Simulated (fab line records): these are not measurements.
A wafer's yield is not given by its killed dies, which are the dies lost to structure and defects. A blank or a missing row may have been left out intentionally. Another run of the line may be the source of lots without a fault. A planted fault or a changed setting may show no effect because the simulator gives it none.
fab line records | flow rit-cmos
record lots=13 wafers=39 last-day=6
route steps=202 shown SDANNEAL@156 CONTACT@173 M1@202
lots that met no fault: taken from a fault-free run of the same line
start-h: hours from the record's first day to the start of the lot's first wafer shown | wait-h: how many hours have passed since the lot's step before this one | " the same as in the row above | L1.1+2: several wafers, shown together as one row | - either no value or no given start | * or withheld: withheld | < > ~ a bound
route shown NAME@n: a module of which the file shows steps, and the number in the route of the first | usual: average and standard deviation across the fault-free wafers | same: alike in all rows | chamber/n: place in a boat | sites: readings site by site | _std_site: the standard deviation of these | _edge_site: mean of outer sites minus mean of inner sites | radius-mm: how far each site lies from the wafer's centre | mask NAME#n: copy n | behind: tool/chamber where the wafer was last shaped | hold: reason for holding the lot/hours on hold/outcome of the hold | device: the n, p or np transistor that did not switch | end of line: tests run on the same wafers once the route is complete | a step given without rows: its recipe and nothing more | killed: not the wafer's yield, but the dies lost to structure and defects at the first sort | map: the dies of a wafer, with x for killed, . for not killed, _ for no die there
set.NAME: setting as actually run; set.NAME@STEP: the setting as run at that earlier step | model.NAME: the simulator's own value behind a step, which no gauge read
steps of the route over a sample of lots; a table a step, a row a wafer
services: the hour from which a tool's chamber was out of use, counted from the record's first day as start-h (under 0 if before that day), plus the number of hours and why
## steps
# step RIT_SDANNEAL_RTA_03
# recipe temp-c=1050 time-s=5 idle-temp-c=600 ramp-up-c-per-s=342 ramp-down-c-per-s=171 cool-to-c=600 ambient=N2
# usual anneal-temp-c-max=1054.8/1.5 chamber-o2-ppm=2.003/0.021 ramp-up-c-per-s=342.00/0.064 wafer_temp_C_max=1053.5/1.2
# columns lot.wafer tool chamber start-h wait-h anneal-temp-c-max chamber-o2-ppm ramp-up-c-per-s wafer_temp_C_max
L816.2 rtp-anneal-01 0 53.28 0.0 1053.3 2.011 342.00 1053.7
L816.4 " 0 " " 1053.7 2.006 342.09 1053.0
L816.6 " 0 " " 1053.5 1.990 342.01 1053.7
L817.2 rtp-anneal-02 0 58.87 0.0 1056.9 2.012 342.01 1053.3
L817.3 " 0 " " 1055.6 1.997 341.90 1052.5
L817.5 " 0 " " 1054.5 2.002 342.05 1052.5
L818.1 rtp-anneal-01 0 60.82 0.0 1054.5 1.955 341.98 1050.8
L818.3 " 0 " " 1053.8 2.001 341.90 1054.3
L818.4 " 0 " " 1053.6 2.010 341.91 1054.1
L819.2 rtp-anneal-02 0 65.10 0.0 1056.6 2.056 342.04 1053.7
L819.4 " 0 " " 1057.4 2.020 342.03 1053.8
L819.5 " 0 " " 1055.8 2.049 342.00 1052.1
L821.2 rtp-anneal-02 0 79.03 0.0 1056.9 1.985 341.95 1052.3
L821.3 " 0 " " 1055.7 2.017 342.00 1055.1
L821.5 " 0 " " 1056.5 2.019 342.01 1052.7
L822.1 rtp-anneal-01 0 81.19 0.0 1053.4 2.025 341.95 1054.8
L822.2 " 0 " " 1054.2 2.006 342.03 1052.5
L822.4 " 0 " " 1052.9 2.019 341.94 1053.1
L824.1 rtp-anneal-01 0 94.22 0.0 1052.5 1.966 342.02 1054.1
L824.2 " 0 " " 1052.8 1.976 341.92 1051.7
L824.3 " 0 " " 1053.2 2.003 342.07 1053.8
L825.2 rtp-anneal-02 0 101.70 0.0 1056.1 2.054 341.98 1054.1
L825.5 " 0 " " 1055.0 2.018 342.11 1051.6
L825.6 " 0 " " 1056.8 2.015 342.04 1053.6
L826.1 rtp-anneal-01 0 106.78 0.0 1054.3 2.029 342.01 1052.4
L826.3 " 0 " " 1053.9 2.015 342.01 1052.3
L826.5 " 0 " " 1052.9 2.012 342.00 1052.9
L827.1 rtp-anneal-02 0 109.35 0.0 1055.2 2.007 342.13 1055.2
L827.2 " 0 " " 1058.3 2.026 342.03 1053.3
L827.5 " 0 " " 1056.6 1.996 342.08 1052.0
L830.4 rtp-anneal-01 0 125.71 0.0 1053.8 2.016 342.01 1050.7
L830.5 " 0 " " 1053.2 1.973 342.05 1053.9
L830.6 " 0 " " 1053.8 2.022 342.07 1054.0
L831.2 rtp-anneal-02 0 127.84 0.0 1055.5 2.004 341.97 1051.4
L831.3 " 0 " " 1056.2 1.968 342.00 1052.0
L831.5 " 0 " " 1055.9 1.963 341.96 1053.9
L832.1 rtp-anneal-01 0 132.42 0.0 1054.4 2.029 341.99 1052.8
L832.3 " 0 " " 1053.0 2.014 341.98 1053.1
L832.6 " 0 " " 1053.1 2.002 342.09 1053.2
# step RIT_CONTACT_EXPOSE_05
# recipe mask-id=M11 na=0.6 source-shape=conventional sigma-outer=0.5 target-cd-nm=1000 dose-mj=250
# usual focus-offset-nm=-0.1/0.5
# columns lot.wafer tool chamber start-h wait-h mask focus-offset-nm
L816.2 iline-stepper-02 0 54.92 0.1 M11#0 0.5
L816.4 " 0 " " M11#0 0.6
L816.6 " 0 " " M11#0 0.2
L817.2 iline-stepper-02 0 60.51 0.1 M11#0 -0.5
L817.3 " 0 " " M11#0 -0.3
L817.5 " 0 " " M11#0 -0.8
L818.1 iline-stepper-02 0 62.44 0.1 M11#0 -0.4
L818.3 " 0 " " M11#0 0.2
L818.4 " 0 " " M11#0 -0.8
L819.2 iline-stepper-01 0 66.85 0.2 M11#0 -0.1
L819.4 " 0 " " M11#0 0.2
L819.5 " 0 " " M11#0 -0.6
L821.2 iline-stepper-01 0 80.65 0.1 M11#0 -0.6
L821.3 " 0 " " M11#0 -0.5
L821.5 " 0 " " M11#0 -0.4
L822.1 iline-stepper-01 0 82.81 0.1 M11#0 -0.3
L822.2 " 0 " " M11#0 -0.7
L822.4 " 0 " " M11#0 -0.5
L824.1 iline-stepper-01 0 95.84 0.1 M11#0 0.1
L824.2 " 0 " " M11#0 -0.1
L824.3 " 0 " " M11#0 0.2
L825.2 iline-stepper-02 0 103.45 0.2 M11#0 -0.2
L825.5 " 0 " " M11#0 0.4
L825.6 " 0 " " M11#0 0.0
L826.1 iline-stepper-02 0 108.39 0.1 M11#0 -0.2
L826.3 " 0 " " M11#0 0.5
L826.5 " 0 " " M11#0 1.0
L827.1 iline-stepper-01 0 111.09 0.2 M11#0 0.3
L827.2 " 0 " " M11#0 -0.1
L827.5 " 0 " " M11#0 0.7
L830.4 iline-stepper-02 0 127.42 0.2 M11#0 -0.5
L830.5 " 0 " " M11#0 -1.1
L830.6 " 0 " " M11#0 0.5
L831.2 iline-stepper-01 0 129.59 0.2 M11#0 -0.5
L831.3 " 0 " " M11#0 0.6
L831.5 " 0 " " M11#0 -0.4
L832.1 iline-stepper-01 0 134.07 0.1 M11_R1#0 0.0
L832.3 " 0 " " M11_R1#0 0.5
L832.6 " 0 " " M11_R1#0 -0.4
# step RIT_CONTACT_CD_MEAS_08
# recipe target-cd-nm=1000
# usual cd-nm=1000.2/2
# columns lot.wafer tool chamber start-h wait-h cd-nm
L816.2 cd-sem-02 - 55.43 - 1001.7
L816.4 " - " " 1000.4
L816.6 " - " " 1000.7
L817.2 cd-sem-02 - 61.03 - 1001.0
L817.3 " - " " 999.4
L817.5 " - " " 1004.9
L818.1 cd-sem-02 - 62.95 - 1004.0
L818.3 " - " " 1003.4
L818.4 " - " " 1005.8
L819.2 cd-sem-02 - 67.37 - 999.7
L819.4 " - " " 999.0
L819.5 " - " " 1001.3
L821.2 cd-sem-02 - 81.17 - 998.4
L821.3 " - " " 1001.6
L821.5 " - " " 1000.4
L822.1 cd-sem-02 - 83.32 - 998.4
L822.2 " - " " 997.0
L822.4 " - " " 1000.2
L824.1 cd-sem-02 - 96.46 - 999.5
L824.2 " - " " 999.8
L824.3 " - " " 1001.1
L825.2 cd-sem-02 - 103.97 - 999.5
L825.5 " - " " 1000.7
L825.6 " - " " 998.5
L826.1 cd-sem-02 - 108.91 - 999.1
L826.3 " - " " 999.7
L826.5 " - " " 999.7
L827.1 cd-sem-01 - 111.71 - 998.7
L827.2 " - " " 1000.6
L827.5 " - " " 1000.3
L830.4 cd-sem-01 - 127.94 - 1000.2
L830.5 " - " " 997.1
L830.6 " - " " 1000.7
L831.2 cd-sem-02 - 130.13 - 997.8
L831.3 " - " " 996.4
L831.5 " - " " 994.1
L832.1 cd-sem-02 - 134.58 - 1150.6
L832.3 " - " " 1152.0
L832.6 " - " " 1152.3
# step RIT_M1_PROBE_99
# usual killed-at-contacts=0.1/0.3 killed-at-front-end=6.9/2.9 killed-dies=7.0/2.9 killed-on-rim=1.8/1.4 killed-open=3.3/2 killed-short=3.7/2
# same gross-dies=264 killed_at_M0_to_M3=0 killed_at_M4_up=0 killed-at-back-side=0 killed-at-other=0
# columns lot.wafer tool chamber start-h wait-h killed-at-contacts killed-at-front-end killed-dies killed-on-rim killed-open killed-short
L825.2 prober-02 - 109.42 0.1 0 5 5 3 3 2
L825.5 prober-02 - 109.57 0.2 0 10 10 3 2 8
L825.6 prober-02 - 109.62 0.2 0 10 10 4 3 7
L832.1 prober-02 - 139.78 0.1 61 4 65 2 2 2
L832.3 prober-02 - 139.88 0.2 53 5 58 0 0 5
L832.6 prober-02 - 140.03 0.2 58 3 61 2 1 2
# killed by level:class
L825.2 GATE:geometric-particle:open=3 GATE:geometric-particle:short=2
L825.5 GATE:geometric-particle:short=4 FOX1:geometric-particle:short=2 FOX1:geometric-particle:open=1 REOX:geometric-particle:short=1 SPACER:geometric-particle:short=1 SPACER:geometric-particle:open=1
L825.6 REOX:geometric-particle:short=3 GATE:geometric-particle:short=2 SILICIDE:geometric-particle:short=2 GATE:geometric-particle:open=1 SPACER:geometric-particle:open=1 SILICIDE:geometric-particle:open=1
L832.1 CONTACT:area-expose=61 FOX2:geometric-particle:short=1 FOX2:geometric-particle:open=1 GATE:geometric-particle:open=1 SILICIDE:geometric-particle:short=1
L832.3 CONTACT:area-expose=53 GATE:geometric-particle:short=3 FOX1:geometric-particle:short=1 FOX2:geometric-particle:short=1
L832.6 CONTACT:area-expose=58 SPACER:geometric-particle:short=2 GATE:geometric-particle:open=1
## services
# columns tool chamber start-h hours kind
iline-stepper-01 - 43.38 12.1 repair
iline-stepper-01 - 114.52 2.6 repair
iline-stepper-01 - 126.48 1.7 pm
## key
first-sign step=RIT_CONTACT_EXPOSE_05 reading=mask direction=changed
effect step=RIT_CONTACT_CD_MEAS_08 reading=cd-nm direction=up sigmas=74 usual=1000.2 struck=1151.7
effect step=RIT_M1_PROBE_99 reading=killed-at-contacts direction=up sigmas=57 usual=0.1 struck=57.3
more-kills-born-at RIT_CONTACT_EXPOSE_05@iline-stepper-01=172
met-at RIT_CONTACT_EXPOSE_05
struck-lots L832
tester-left-out L832
not-acting-at RIT_SDANNEAL_RTA_03
onset-between 129.59 134.07
fault kind=wrong-mask tool=any chamber=- onset-h=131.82 steps=RIT_CONTACT_EXPOSE_05 aux-copy=M11_R1#0 cd-offset-nm=150 scope=struck-lots-only
# tester-left-out: of these lots the tester's yield and bins aren't shown, on N5 and GAA mostly nor the transistor test; their killed dies are dies lost to structure and defects alone, not to doping, threshold or leakage, so they don't give the yield
